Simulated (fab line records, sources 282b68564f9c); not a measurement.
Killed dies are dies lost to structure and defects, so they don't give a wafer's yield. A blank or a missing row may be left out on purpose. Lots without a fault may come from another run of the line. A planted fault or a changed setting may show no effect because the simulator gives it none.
A struck lot beside a sound one | flow rit_cmos | 15 steps out of a route of 202
Sound: wafers L886.2, L886.3, L886.5. Struck: wafers L896.2, L896.5, L896.6. The cause comes at the end.
At each step with rows: each side's tool, then ch and its chambers, then its first start. Under that, the readings that differ: sound wafers | struck wafers | difference of the means | sigmas: that difference in standard deviations of wafers without a fault.
alike: readings whose means differ by less than 2 such deviations, and words and numbers that are the same on both sides. not compared: withheld readings, readings that some wafer has no value for, bounds like >300 that may hide the same value, and numbers for which the record gives no deviation and whose values overlap.
The two part at a step that has a row with sigmas, a row that says differs or no value, or rows on one side only. Numbers that don't overlap but have no deviation are shown without sigmas and don't part them. A reading that every wafer of one side lacks parts them only if that side has two wafers or more.

RIT_GATE_STRIP_20: strips in O2, time 180 s.
  sound on plasma_asher-04 ch 0, day 3 20:52; struck on plasma_asher-04 ch 0,1, day 5 19:00
  alike: drypump_motor_current_A
  not compared: rf_hours_counter_h
RIT_GATE_CD_MEAS_90: target cd 150 nm.
  sound on cd_sem-02, day 3 21:04; struck on cd_sem-01, day 5 19:12
  alike: cd_nm
then, 4 steps without rows for these wafers: RIT_REOX_CLEAN_00 (cleans in SC1, time 600 s); RIT_REOX_CLEAN_01 (cleans in dHF, time 30 s); RIT_REOX_CLEAN_02 (cleans in SC2, time 600 s); RIT_REOX_OXIDATION_03 (target thk 25.2 nm, ox time 5580 s).
RIT_REOX_THK_MEAS_04:
  sound on film_metro-01, day 4 00:05; struck on film_metro-04, day 5 23:23
  alike: REOX_OXIDE_THK
then, 5 steps without rows for these wafers: RIT_NLDD_HMDS_00 (prime time 60 s); RIT_NLDD_COAT_01 (resist thk 1000 nm); RIT_NLDD_SOFTBAKE_02 (time 60 s); RIT_NLDD_EXPOSE_03 (exposes mask M7, target cd 40700 nm); RIT_NLDD_PEB_04.
RIT_NLDD_DEVELOP_05: develop time 50 s.
  sound on litho_track-03 ch 0, day 4 01:00; struck on litho_track-03 ch 0, day 6 00:00
  reading              | sound             | struck            | difference | sigmas
  developer_temp_C (C) | 22.84 22.98 22.87 | 25.36 25.31 25.31 | +2.43      | +22
RIT_NLDD_OVL_MEAS_06:
  sound on overlay-02, day 4 01:07; struck on overlay-01, day 6 00:17
  alike: NLDD_OVL
RIT_M1_PROBE_99:
  sound on prober-01, day 4 16:49; struck on prober-01, day 6 15:53
  alike: killed_at_contacts, killed_at_front_end, killed_dies, killed_open, killed_short

WHERE THEY PART
Only at RIT_NLDD_DEVELOP_05, within this record. Later steps at which nothing parts them and some readings are alike: RIT_NLDD_OVL_MEAS_06, RIT_M1_PROBE_99.

WHY: what the simulator had put in
Process parameter drift: litho_track-03, from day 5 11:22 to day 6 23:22, at RIT_NLDD_DEVELOP_05. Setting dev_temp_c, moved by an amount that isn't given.
